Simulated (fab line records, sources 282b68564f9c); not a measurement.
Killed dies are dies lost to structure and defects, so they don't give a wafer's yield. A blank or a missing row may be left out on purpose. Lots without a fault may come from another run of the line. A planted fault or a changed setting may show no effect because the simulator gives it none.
Which tool did it? | flow rit_cmos | 13 lots, 39 wafers sampled, at 2 steps of a route of 202

WHAT THE GAUGES READ, wafer by wafer
The record holds no reading of a measuring or inspecting step that can be judged against a usual standard deviation.

WHICH TOOL RAN EACH LOT (tool, then ch and the chambers of the sampled wafers, then the start)
lot  | RIT_CONTACT_ETCH_11               | RIT_M1_PROBE_99
L275 | rie_diel-04 ch 0,1,3, day 3 17:08 | -
L277 | rie_diel-01 ch 0,3, day 3 21:06   | -
L276 | rie_diel-04 ch 1,2,3, day 3 23:01 | -
L278 | rie_diel-02 ch 1,2,3, day 4 03:58 | -
L279 | rie_diel-01 ch 1,2, day 4 08:30   | -
L285 | rie_diel-04 ch 0,1,3, day 5 10:52 | -
L288 | rie_diel-02 ch 1,3, day 6 02:28   | prober-01, day 6 07:38
L290 | rie_diel-02 ch 1,2,3, day 6 14:14 | prober-01, day 6 19:22
L291 | rie_diel-04 ch 1,2, day 6 15:59   | -
L292 | rie_diel-01 ch 1,2,3, day 6 18:01 | -
L294 | rie_diel-01 ch 1,2,3, day 7 08:29 | -
L295 | rie_diel-04 ch 0,1, day 7 12:16   | -
L298 | rie_diel-01 ch 1,2,3, day 8 04:43 | -
- RIT_CONTACT_ETCH_11: etches SiO2 in CHF3/CF4/Ar, stops on TiSi2, target depth 480 nm, time 320 s.
- RIT_M1_PROBE_99

WHAT THE TOOLS THEMSELVES READ (means of the sampled wafers that have a number; where no wafer has one, the mark that the record gives instead)
RIT_CONTACT_ETCH_11. Usual: drypump_motor_current_A 5.9 A, standard deviation 0.46; oes_product_au 0.988 a.u., standard deviation 0.014; throttle_valve_pct 8.84 %, standard deviation 0.12.
lot  | tool        | drypump_motor_current_A (A) | oes_product_au (a.u.) | throttle_valve_pct (%) | flag
L275 | rie_diel-04 | 5.8                         | 0.980                 | 8.94                   |
L277 | rie_diel-01 | 6.6                         | 0.991                 | 8.98                   |
L276 | rie_diel-04 | 5.5                         | 0.985                 | 8.94                   |
L278 | rie_diel-02 | 5.7                         | 0.980                 | 8.83                   |
L279 | rie_diel-01 | 6.2                         | 1.001                 | 8.69                   |
L285 | rie_diel-04 | 5.8                         | 0.979                 | 8.95                   |
L288 | rie_diel-02 | 5.4                         | 0.984                 | 8.82                   |
L290 | rie_diel-02 | 5.7                         | 0.979                 | 8.85                   |
L291 | rie_diel-04 | 5.6                         | 0.985                 | 8.88                   |
L292 | rie_diel-01 | 6.3                         | 1.002                 | 8.82                   |
L294 | rie_diel-01 | 6.3                         | 0.996                 | 8.83                   |
L295 | rie_diel-04 | 6.1                         | 0.981                 | 8.88                   |
L298 | rie_diel-01 | 6.4                         | 0.999                 | 8.83                   |

RIT_M1_PROBE_99. Usual: killed_at_contacts 0.0, standard deviation 0.18; killed_at_front_end 7, standard deviation 3; killed_dies 7, standard deviation 3; killed_on_rim 2, standard deviation 1.4; killed_open 3.6, standard deviation 1.9; killed_short 3.2, standard deviation 1.8.
lot  | tool      | killed_at_contacts | killed_at_front_end | killed_dies | killed_on_rim | killed_open | killed_short | flag
L288 | prober-01 | 21.3               | 7                   | 29          | 8             | 5.7         | 2.0          | OFF
L290 | prober-01 | 19.7               | 7                   | 27          | 7             | 5.3         | 2.0          | OFF

THE ANSWER, worked out from the rows above alone
Rule: a lot is off if the mean of its wafers that have a number lies more than 3 standard deviations from the usual mean. A lot without any number at a reading at which 4 lots or more have one is off too. The other lots that the step has rows for count as sound. The gauges are gone through in route order, then the tools' own readings, and for those a lot's mean is taken as printed above. The first step at which some lot is off is used, and at that step the reading that is off furthest; a lot without a number counts as furthest.
Off: L288, L290, at RIT_M1_PROBE_99 (killed_at_contacts). Neither off nor sound, because the step has no rows for them: L275, L277, L276, L278, L279, L285, L291, L292, L294, L295, L298.
A tool fits if, at that step or a process step before it, it ran every lot that is off, and no sound lot after the first of them. Can't be told from this: 2 tools fit, rie_diel-02 at RIT_CONTACT_ETCH_11, prober-01 at RIT_M1_PROBE_99.

WHAT THE SIMULATOR HAD PUT IN
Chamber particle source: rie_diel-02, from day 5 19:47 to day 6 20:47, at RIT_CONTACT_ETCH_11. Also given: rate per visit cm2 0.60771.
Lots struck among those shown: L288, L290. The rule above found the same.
